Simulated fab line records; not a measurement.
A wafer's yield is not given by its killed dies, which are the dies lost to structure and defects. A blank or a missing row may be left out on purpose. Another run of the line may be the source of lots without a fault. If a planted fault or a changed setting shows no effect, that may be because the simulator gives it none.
Which tool is to blame? + flow berkeley-cmos170 + 14 lots with 42 wafers sampled at 2 steps, on a route of 331 steps

WHAT THE GAUGES READ, wafer by wafer
UCB170_PFIELD_OVL_MEAS_06. Usual: for PFIELD_OVL the level is 2 nm and the standard deviation is 5.9.
| lot  | measured    | on         | PFIELD_OVL (nm) | flag |
|------|-------------|------------|-----------------|------|
| L640 | day 6 11:47 | overlay-01 | 4 -8 -1         |      |
| L641 | day 6 18:41 | overlay-01 | 10 6 8          |      |
| L646 | day 7 16:12 | overlay-01 | -12 -4 -4       |      |
| L647 | day 7 16:26 | overlay-02 | 4 3 6           |      |
| L648 | day 8 05:19 | overlay-02 | 11 11 18        |      |
| L649 | day 8 05:55 | overlay-01 | 0 -2 2          |      |
| L651 | day 8 09:05 | overlay-01 | 4 11 4          |      |
| L650 | day 8 09:10 | overlay-02 | -8 6 -9         |      |
| L653 | day 9 00:49 | overlay-01 | -1 1 0          |      |
| L652 | day 9 01:06 | overlay-02 | 0 3 1           |      |
| L654 | day 9 12:28 | overlay-01 | 5 12 5          |      |
| L655 | day 9 12:42 | overlay-02 | -5 -8 -3        |      |
| L657 | day 9 21:18 | overlay-02 | 6 9 12          |      |
| L656 | day 9 21:32 | overlay-01 | -7 -4 -5        |      |

UCB170_FIELD_THK_MEAS_02. Usual: for FIELD_OXIDE_THK the level is 558 nm and the standard deviation is 11.
| lot  | measured     | on            | FIELD_OXIDE_THK (nm) | flag |
|------|--------------|---------------|----------------------|------|
| L640 | day 6 19:29  | film-metro-03 | 569 566 559          |      |
| L641 | day 7 01:23  | film-metro-03 | 577 566 572          |      |
| L646 | day 7 23:12  | film-metro-01 | 550 550 538          |      |
| L647 | day 7 23:11  | film-metro-03 | 559 552 557          |      |
| L648 | day 8 12:23  | film-metro-03 | 550 556 552          |      |
| L649 | day 8 12:21  | film-metro-04 | 573 579 572          |      |
| L651 | day 8 17:33  | film-metro-01 | 550 547 549          |      |
| L650 | day 8 17:32  | film-metro-03 | 540 550 542          |      |
| L653 | day 9 10:09  | film-metro-01 | 549 553 550          |      |
| L652 | day 9 10:10  | film-metro-03 | 553 553 555          |      |
| L654 | day 9 18:51  | film-metro-04 | 549 545 557          |      |
| L655 | day 9 18:51  | film-metro-01 | 542 544 541          |      |
| L657 | day 10 05:46 | film-metro-01 | 549 538 553          |      |
| L656 | day 10 05:46 | film-metro-04 | 550 568 550          |      |

WHAT TOOL EACH LOT RAN ON (gives the tool, then ch and the chambers of the sampled wafers, and finally the start)
There is no process step in the record ahead of these readings.

AS READ BY THE TOOLS THEMSELVES (means over the sampled wafers that have a number; for cases with no such wafer, the mark the record gives instead)
The record holds no such reading with a usual standard deviation.

THE ANSWER, worked out from the rows above alone
Rule: a lot is off if the mean of its wafers that have a number lies more than 3 standard deviations from the usual mean. Also off: a lot with no number at a reading for which 4 or more lots have one. Any other lot the step has rows for is counted as sound. Order of review: gauges by route order, followed by the tools' own readings, for which a lot's mean as printed above is used. At the first step where some lot is off, the reading lying furthest off is the one used; lots without a number count as furthest.
None of the lots is off at any reading shown; this tells nothing.

WHAT THE SIMULATOR HAD INSERTED
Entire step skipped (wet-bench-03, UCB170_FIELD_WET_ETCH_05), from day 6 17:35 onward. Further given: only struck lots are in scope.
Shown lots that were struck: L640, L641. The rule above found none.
